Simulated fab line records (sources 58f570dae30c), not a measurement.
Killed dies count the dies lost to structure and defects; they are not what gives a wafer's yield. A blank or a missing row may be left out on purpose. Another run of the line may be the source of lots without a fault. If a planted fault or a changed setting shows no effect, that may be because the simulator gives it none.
8D (eight disciplines) problem report, filled in by code -- flow berkeley cmos170 -- the parts of the form that need people (team, actions taken, sign-off) are left out

== 1. PROBLEM STATEMENT ==
Mean of rf fwd power W at UCB170_M1_METAL_ETCH_12: 668.7 W across 3 wafers in 2 lots; on wafers with no fault it is 597.1 W (standard deviation 2). That is +36 standard deviations from the usual mean.
The step: etches Al in Cl2/BCl3, stops on PSG, target depth 780 nm, time 130 s.
First observed at day 10 04:19: wafer L767.1, on rie metal-01. The record holds 18 wafers of 6 lots with a number at this step. By rule, "out" or "out of limits" means more than 4 standard deviations away from the usual mean. All remaining wafers that have a number are taken as sound.

== 2. WHAT IT IS; WHAT IT IS NOT ==
question,is,is not
which readings at this step,rf fwd power W,"drypump motor current A, he backside leak sccm, oes product au, throttle valve pct"
which lots,"L767, L768","L751, L752, L772, L773"
which wafers of those lots,"L767.1, L767.3, L768.6","L767.2, L768.1, L768.3"
read on which tools,rie metal-01,"rie metal-02, rie metal-04"
when,from day 10 04:19,"up to then (7 sound wafers); but 8 sound wafers of L768, L772, L773 came after"

== 3. THE SUSPECTS, EACH WITH WHAT RULES IT OUT ==
Counting: a tool at a process step up to the reading stays a suspect if it ran every lot that is out. Sound lots after the first of them don't rule it out here, since some wafers of a struck lot are sound.
- rie metal-01 at UCB170_M1_METAL_ETCH_12 (etches Al in Cl2/BCl3, stops on PSG, target depth 780 nm, time 130 s): kept. Every lot that is out went through it, the first being L767 (day 10 04:19); the last sound lot it ran before that was L752 (day 7 06:33). Its own readings are out on those wafers: rf fwd power W.
- Within rie metal-01 at UCB170_M1_METAL_ETCH_12: the wafers that are out ran in chamber 1; their sound lot-mates ran in chamber 0.
The count leaves rie metal-01 at UCB170_M1_METAL_ETCH_12.

== 4. THE CAUSE (what the simulator had put in) ==
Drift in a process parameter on rie metal-01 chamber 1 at UCB170_M1_METAL_ETCH_12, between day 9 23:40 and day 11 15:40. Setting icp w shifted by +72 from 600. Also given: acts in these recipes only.
The count eliminated every tool but this one.

== 5. THE EFFECT CHAIN, in route order ==
Each row: a reading where the mean over the struck wafers with a number is more than 3 standard deviations away from the usual. Only readings for which the record gives a usual standard deviation are gone through. hours: the time from each lot's start at the first step in this table that gives one to its start at this step, as a median over the lots. sigmas: the change in usual standard deviations.
hours,step,reading,usual,on struck wafers,change,sigmas
0,UCB170_M1_METAL_ETCH_12,rf fwd power W,597.1 W,668.7,+71.6,+36
Its process steps:
- UCB170_M1_METAL_ETCH_12: etches Al in Cl2/BCl3, stops on PSG, target depth 780 nm, time 130 s.

== 6. WHAT WOULD HAVE CAUGHT IT SOONER ==
In this record the first reading out of limits was taken at day 10 04:19, 5 hours after the fault began at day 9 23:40.
